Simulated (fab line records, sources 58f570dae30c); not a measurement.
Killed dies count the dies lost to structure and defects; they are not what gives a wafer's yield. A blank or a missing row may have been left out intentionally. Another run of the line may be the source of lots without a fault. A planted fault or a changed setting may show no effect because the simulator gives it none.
fab line records	flow berkeley_cmos170
[record] lots = 14	wafers = 42	last_day = 13
route steps=331 shown NWELL@28 PWELL@47 PFIELD@87 M2@290
lots with no fault: from the same line, run without faults
start_h: the number of hours between the record's first day and the start of the first shown wafer of the lot	wait_h: hours since the lot's step before	" the same as in the row above	L1.1+2: a single row standing in for several wafers	- no value, or no start was given	* or withheld: withheld	< > ~ a bound
route shown NAME@n: NAME is a module with steps in the file, n the number in the route of the first one	usual: average and standard deviation across the fault-free wafers	same: alike in all rows	chamber/n: place in a boat	sites: the reading at each site	_std_site: the values' standard deviation	_edge_site: inner sites' mean taken away from outer sites' mean	radius_mm: for every site, how far away it sits from the centre of the wafer	mask NAME#n: copy n	behind: tool/chamber where the wafer was last shaped	hold: cause of the lot's hold/its duration in hours/its outcome	device: whichever transistor did not switch (one of n, p or np)	end of line: tests of these same wafers at the route's end	step lacking rows: just its recipe	killed: count of dies lost to structure and defects at first sort (not the wafer's yield)	map: shows each die of a wafer: x if killed, . if not, _ if none is there
set.NAME: the run value of the setting; set.NAME@STEP: its run value at that earlier step	model.NAME: the simulator's own value behind a step, which no gauge read
one table for each step of the route and one row for each wafer, over a sample of lots
services: from which hour (start_h, from the record's first day; less than 0 if before it) a tool's chamber was out of use, for how many hours, and why
[[steps]]
[step UCB170_NWELL_IMPLANT_14]
[recipe] species = P	dose_cm2 = 1e+13	energy_kev = 150	tilt_deg = 7
[usual] beam_energy_keV = 150.00/0.049	tilt_deg = 7.000/0.02
lot.wafer	tool	chamber	start_h	wait_h	beam_energy_keV	tilt_deg
L803.2	implanter-01	0	40.08	0.1	149.99	7.011
L803.5	"	0	"	"	149.97	6.988
L803.6	"	0	"	"	149.92	6.994
L804.1	implanter-03	0	40.78	0.1	150.08	6.969
L804.3	"	0	"	"	150.05	6.993
L804.4	"	0	"	"	150.01	6.986
L806.3	implanter-03	0	47.79	0.1	150.00	7.004
L806.4	"	0	"	"	150.02	7.014
L806.5	"	0	"	"	149.95	6.997
L805.2	implanter-02	0	48.08	0.1	149.98	6.995
L805.4	"	0	"	"	149.97	6.998
L805.6	"	0	"	"	150.03	6.993
L807.1	implanter-02	0	62.94	0.1	149.94	6.983
L807.4	"	0	"	"	150.01	7.015
L807.5	"	0	"	"	149.95	6.975
L808.4	implanter-01	0	63.35	0.1	149.96	6.998
L808.5	"	0	"	"	149.95	6.992
L808.6	"	0	"	"	149.90	7.001
L809.2	implanter-02	0	73.11	0.1	149.87	7.048
L809.5	"	0	"	"	149.97	7.017
L809.6	"	0	"	"	149.95	7.002
L810.4	implanter-03	0	73.43	0.1	150.02	6.994
L810.5	"	0	"	"	149.98	7.007
L810.6	"	0	"	"	150.03	6.972
L811.2	implanter-02	0	81.45	0.1	183.08	7.023
L811.5	"	0	"	"	183.03	7.049
L811.6	"	0	"	"	183.05	7.040
L815.1	implanter-02	0	93.61	0.1	183.04	6.980
L815.2	"	0	"	"	183.01	6.996
L815.3	"	0	"	"	183.05	7.009
L820.1	implanter-03	0	122.44	0.1	149.89	6.988
L820.3	"	0	"	"	149.94	7.025
L820.4	"	0	"	"	149.99	6.998
L822.2	implanter-01	0	135.91	0.1	150.05	7.012
L822.3	"	0	"	"	149.96	7.030
L822.5	"	0	"	"	150.05	6.998
L824.1	implanter-03	0	141.35	0.1	150.00	6.992
L824.2	"	0	"	"	150.04	7.005
L824.3	"	0	"	"	150.05	6.961
L825.1	implanter-01	0	146.40	0.1	149.96	6.986
L825.3	"	0	"	"	149.94	7.010
L825.4	"	0	"	"	150.01	6.999
[step UCB170_NWELL_TW_MEAS_16]
[usual] NWELL_TW = 1234/10
lot.wafer	tool	chamber	start_h	wait_h	NWELL_TW
L803.2	film_metro-01	-	40.32	0.1	1242
L803.5	"	-	"	"	1249
L803.6	"	-	"	"	1242
L804.1	film_metro-04	-	41.03	0.1	1224
L804.3	"	-	"	"	1224
L804.4	"	-	"	"	1225
L806.3	film_metro-02	-	48.01	0.1	1236
L806.4	"	-	"	"	1231
L806.5	"	-	"	"	1235
L805.2	film_metro-02	-	48.31	0.1	1227
L805.4	"	-	"	"	1229
L805.6	"	-	"	"	1231
L807.1	film_metro-02	-	63.19	0.1	1234
L807.4	"	-	"	"	1228
L807.5	"	-	"	"	1223
L808.4	film_metro-04	-	63.56	0.1	1219
L808.5	"	-	"	"	1217
L808.6	"	-	"	"	1222
L809.2	film_metro-01	-	73.34	0.1	1240
L809.5	"	-	"	"	1238
L809.6	"	-	"	"	1242
L810.4	film_metro-02	-	73.64	0.1	1240
L810.5	"	-	"	"	1229
L810.6	"	-	"	"	1233
L811.2	film_metro-02	-	81.68	0.1	1286
L811.5	"	-	"	"	1281
L811.6	"	-	"	"	1290
L815.1	film_metro-01	-	93.86	0.1	1296
L815.2	"	-	"	"	1289
L815.3	"	-	"	"	1286
L820.1	film_metro-02	-	122.69	0.1	1236
L820.3	"	-	"	"	1234
L820.4	"	-	"	"	1237
L822.2	film_metro-01	-	136.14	0.1	1254
L822.3	"	-	"	"	1252
L822.5	"	-	"	"	1249
L824.1	film_metro-04	-	141.60	0.1	1232
L824.2	"	-	"	"	1226
L824.3	"	-	"	"	1228
L825.1	film_metro-02	-	146.65	0.1	1236
L825.3	"	-	"	"	1237
L825.4	"	-	"	"	1231
[step UCB170_PWELL_OVL_MEAS_13]
[usual] PWELL_OVL = 1/5.8
lot.wafer	tool	chamber	start_h	wait_h	PWELL_OVL[nm]
L803.2	overlay-01	-	63.15	-	5
L803.5	"	-	"	"	-7
L803.6	"	-	"	"	-1
L804.1	overlay-02	-	63.38	-	3
L804.3	"	-	"	"	7
L804.4	"	-	"	"	8
L806.3	overlay-02	-	70.79	-	2
L806.4	"	-	"	"	1
L806.5	"	-	"	"	1
L805.2	overlay-01	-	71.05	-	-3
L805.4	"	-	"	"	5
L805.6	"	-	"	"	-1
L808.4	overlay-02	-	83.92	-	-6
L808.5	"	-	"	"	3
L808.6	"	-	"	"	2
L807.1	overlay-01	-	84.14	-	2
L807.4	"	-	"	"	0
L807.5	"	-	"	"	2
L809.2	overlay-02	-	93.82	-	0
L809.5	"	-	"	"	-1
L809.6	"	-	"	"	-1
L810.4	overlay-01	-	94.01	-	7
L810.5	"	-	"	"	3
L810.6	"	-	"	"	4
L811.2	overlay-02	-	101.24	-	7
L811.5	"	-	"	"	-2
L811.6	"	-	"	"	7
L815.1	overlay-02	-	112.26	-	6
L815.2	"	-	"	"	7
L815.3	"	-	"	"	-2
L820.1	overlay-01	-	141.00	-	-1
L820.3	"	-	"	"	3
L820.4	"	-	"	"	2
L824.1	overlay-02	-	160.07	-	-4
L824.2	"	-	"	"	14
L824.3	"	-	"	"	6
L822.2	overlay-02	-	160.35	-	-4
L822.3	"	-	"	"	-10
L822.5	"	-	"	"	3
L825.1	overlay-02	-	160.51	-	-6
L825.3	"	-	"	"	-11
L825.4	"	-	"	"	-4
[step UCB170_PFIELD_STRIP_08]
[recipe] chemistry = O2	power_w = 400	pressure_mtorr = 3500	platen_temp_c = withheld	o2_flow_sccm = 400	overash_fraction = 0.5
[usual] drypump_motor_current_A = 5.7/0.51	oes_product_au = 0.734/0.0044	strip_time_to_endpoint_s = 21.63/0.057
lot.wafer	tool	chamber	start_h	wait_h	drypump_motor_current_A	oes_product_au	rf_hours_counter_h	strip_time_to_endpoint_s
L803.2	plasma_asher-03	1	100.24	0.1	5.6	0.726	25	21.63
L803.5	"	1	"	"	5.6	0.738	-	21.60
L803.6	"	0	"	"	5.4	0.743	-	21.66
L805.2	plasma_asher-04	1	103.65	0.1	5.6	0.734	36	21.67
L805.4	"	0	"	"	5.4	0.727	-	21.67
L805.6	"	1	"	"	5.7	0.739	-	21.65
L806.3	plasma_asher-02	0	103.82	0.1	5.2	0.738	-	21.68
L806.4	"	1	"	"	6.6	0.732	-	21.67
L806.5	"	1	"	"	6.5	0.729	-	21.61
L804.1	plasma_asher-03	0	104.10	0.1	5.4	0.735	25	21.61
L804.3	"	0	"	"	5.4	0.735	-	21.68
L804.4	"	1	"	"	5.6	0.739	-	21.62
L807.1	plasma_asher-04	0	119.60	0.1	5.3	0.731	0	21.73
L807.4	"	0	"	"	5.4	0.735	-	21.69
L807.5	"	1	"	"	5.6	0.743	-	21.67
L808.4	plasma_asher-03	0	120.46	0.1	5.4	0.737	-	21.57
L808.5	"	1	"	"	5.6	0.739	-	21.60
L808.6	"	0	"	"	5.5	0.739	-	21.58
L810.4	plasma_asher-04	0	133.89	0.1	5.4	0.729	-	21.64
L810.5	"	0	"	"	5.4	0.740	-	21.62
L810.6	"	1	"	"	5.6	0.736	-	21.66
L811.2	plasma_asher-02	0	134.58	0.1	5.2	0.729	41	21.67
L811.5	"	0	"	"	5.2	0.737	-	21.67
L811.6	"	1	"	"	6.6	0.728	-	21.59
L809.2	plasma_asher-04	1	134.86	0.1	5.6	0.724	2	21.55
L809.5	"	1	"	"	5.6	0.734	-	21.42
L809.6	"	0	"	"	5.4	0.735	-	21.50
L815.1	plasma_asher-02	1	146.24	0.1	6.6	0.737	43	21.68
L815.2	"	0	"	"	5.2	0.733	43	21.70
L815.3	"	1	"	"	6.6	0.733	-	21.65
L820.1	plasma_asher-02	1	176.88	0.1	6.6	0.728	49	21.62
L820.3	"	1	"	"	6.6	0.737	-	21.60
L820.4	"	0	"	"	5.2	0.735	-	21.61
L825.1	plasma_asher-02	0	199.24	0.1	5.2	0.731	52	21.57
L825.3	"	0	"	"	5.2	0.741	-	21.63
L825.4	"	1	"	"	6.6	0.744	-	21.66
L824.1	plasma_asher-02	1	200.78	0.1	6.6	0.739	52	21.57
L824.2	"	0	"	"	5.2	0.734	52	21.61
L824.3	"	1	"	"	6.6	0.739	-	21.61
L822.2	plasma_asher-03	0	200.97	0.1	5.4	0.723	36	21.65
L822.3	"	1	"	"	5.6	0.737	-	21.66
L822.5	"	0	"	"	5.4	0.735	-	21.69
[step UCB170_M2_STRIP_19]
[recipe] chemistry = O2	power_w = 400	pressure_mtorr = 3500	platen_temp_c = withheld	o2_flow_sccm = 400	overash_fraction = 0.5
[usual] drypump_motor_current_A = 5.7/0.46	oes_product_au = 0.544/0.011
lot.wafer	tool	chamber	start_h	wait_h	drypump_motor_current_A	oes_product_au	rf_hours_counter_h
L803.2	plasma_asher-03	0	186.13	0.1	5.4	0.532	35
L803.5	"	1	"	"	5.6	0.548	-
L803.6	"	0	"	"	5.4	0.534	-
L805.2	plasma_asher-02	1	187.25	0.1	6.6	0.547	51
L805.4	"	1	"	"	6.6	0.538	-
L805.6	"	1	"	"	6.6	0.542	-
L806.3	plasma_asher-03	1	189.43	0.1	5.6	0.558	-
L806.4	"	0	"	"	5.4	0.568	-
L806.5	"	1	"	"	5.6	0.571	-
L804.1	plasma_asher-02	0	189.67	0.1	5.2	0.544	51
L804.3	"	1	"	"	6.6	0.545	-
L804.4	"	0	"	"	5.2	0.533	-
L808.4	plasma_asher-03	1	203.61	0.1	5.6	0.550	-
L808.5	"	1	"	"	5.6	0.568	-
L808.6	"	0	"	"	5.4	0.535	-
L807.1	plasma_asher-02	0	205.12	0.1	5.2	0.516	53
L807.4	"	1	"	"	6.5	0.540	-
L807.5	"	0	"	"	5.2	0.527	-
L809.2	plasma_asher-02	1	224.94	0.1	6.6	0.566	55
L809.5	"	0	"	"	5.2	0.556	-
L809.6	"	1	"	"	6.6	0.546	-
L811.2	plasma_asher-02	0	227.25	0.1	5.2	0.535	56
L811.5	"	1	"	"	6.5	0.538	-
L811.6	"	0	"	"	5.2	0.518	-
L810.4	plasma_asher-02	1	227.56	0.1	6.6	0.540	-
L810.5	"	1	"	"	6.6	0.544	-
L810.6	"	0	"	"	5.2	0.556	-
L815.1	plasma_asher-02	0	228.03	0.1	5.2	0.548	56
L815.2	"	1	"	"	6.5	0.546	56
L815.3	"	1	"	"	6.5	0.546	-
L820.1	plasma_asher-02	0	269.97	0.1	5.3	0.543	61
L820.3	"	1	"	"	6.6	0.542	-
L820.4	"	0	"	"	5.2	0.544	-
L824.1	plasma_asher-03	0	297.35	0.1	5.4	0.538	47
L824.2	"	1	"	"	5.6	0.550	47
L824.3	"	0	"	"	5.4	0.556	-
L825.1	plasma_asher-03	0	299.53	0.1	5.4	0.544	47
L825.3	"	1	"	"	5.6	0.541	-
L825.4	"	0	"	"	5.4	0.550	-
L822.2	plasma_asher-03	1	300.51	0.1	5.6	0.535	47
L822.3	"	0	"	"	5.4	0.534	-
L822.5	"	1	"	"	5.6	0.560	-
[[services]]
tool	chamber	start_h	hours	kind
plasma_asher-03	-	20.15	2.0	repair
plasma_asher-03	-	82.55	4.3	pm
implanter-02	-	86.51	4.7	repair
plasma_asher-02	-	87.91	1.6	repair
plasma_asher-03	-	90.33	4.0	repair
plasma_asher-04	-	108.75	9.0	pm
plasma_asher-04	0	108.75	9.0	vent_cycle
plasma_asher-04	1	108.75	9.0	vent_cycle
plasma_asher-04	0	117.75	-	clean
implanter-03	-	126.08	4.3	repair
implanter-02	-	131.97	2.8	repair
plasma_asher-04	-	138.98	13.3	repair
implanter-02	-	145.39	2.7	repair
plasma_asher-04	-	147.03	67.9	repair
implanter-01	-	147.26	1.1	repair
plasma_asher-03	-	163.89	3.9	repair
plasma_asher-03	-	172.70	7.9	repair
implanter-02	-	195.07	3.4	pm
plasma_asher-04	-	199.70	1.4	repair
implanter-01	-	220.19	1.7	repair
implanter-02	-	220.25	27.7	pm
implanter-01	-	228.12	0.7	repair
implanter-02	-	273.93	0.8	repair
implanter-01	-	294.59	3.7	repair
[[key]]
[first_sign] step = UCB170_NWELL_IMPLANT_14	reading = beam_energy_keV	direction = up	sigmas = 99+	usual = 150.00	struck = 183.04
[effect] step = UCB170_NWELL_TW_MEAS_16	reading = NWELL_TW	direction = up	sigmas = 5.2	usual = 1234	struck = 1288
met_at UCB170_NWELL_IMPLANT_14
struck_lots L811,L815
sort_left_out L811.2,L811.5,L811.6
tester_left_out L811,L815
not_acting_at UCB170_PWELL_OVL_MEAS_13,UCB170_PFIELD_STRIP_08,UCB170_M2_STRIP_19
onset_between 73.11 81.45
[fault] kind = process_parameter_drift	tool = implanter-02	chamber = -	onset_h = 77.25	steps = UCB170_NWELL_IMPLANT_14	channel = energy_kev	offset = 33	shape = step	end_h = 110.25	acts_in = these_recipes_only	stated = 150
// tester_left_out: of these lots the tester's yield and bins aren't shown, on N5 and GAA mostly nor the transistor test; their killed dies are dies lost to structure and defects alone, not to doping, threshold or leakage, so they don't give the yield
// sort_left_out: the simulated sort isn't trusted on such a fault, so these wafers' sort isn't shown, and their yield isn't known
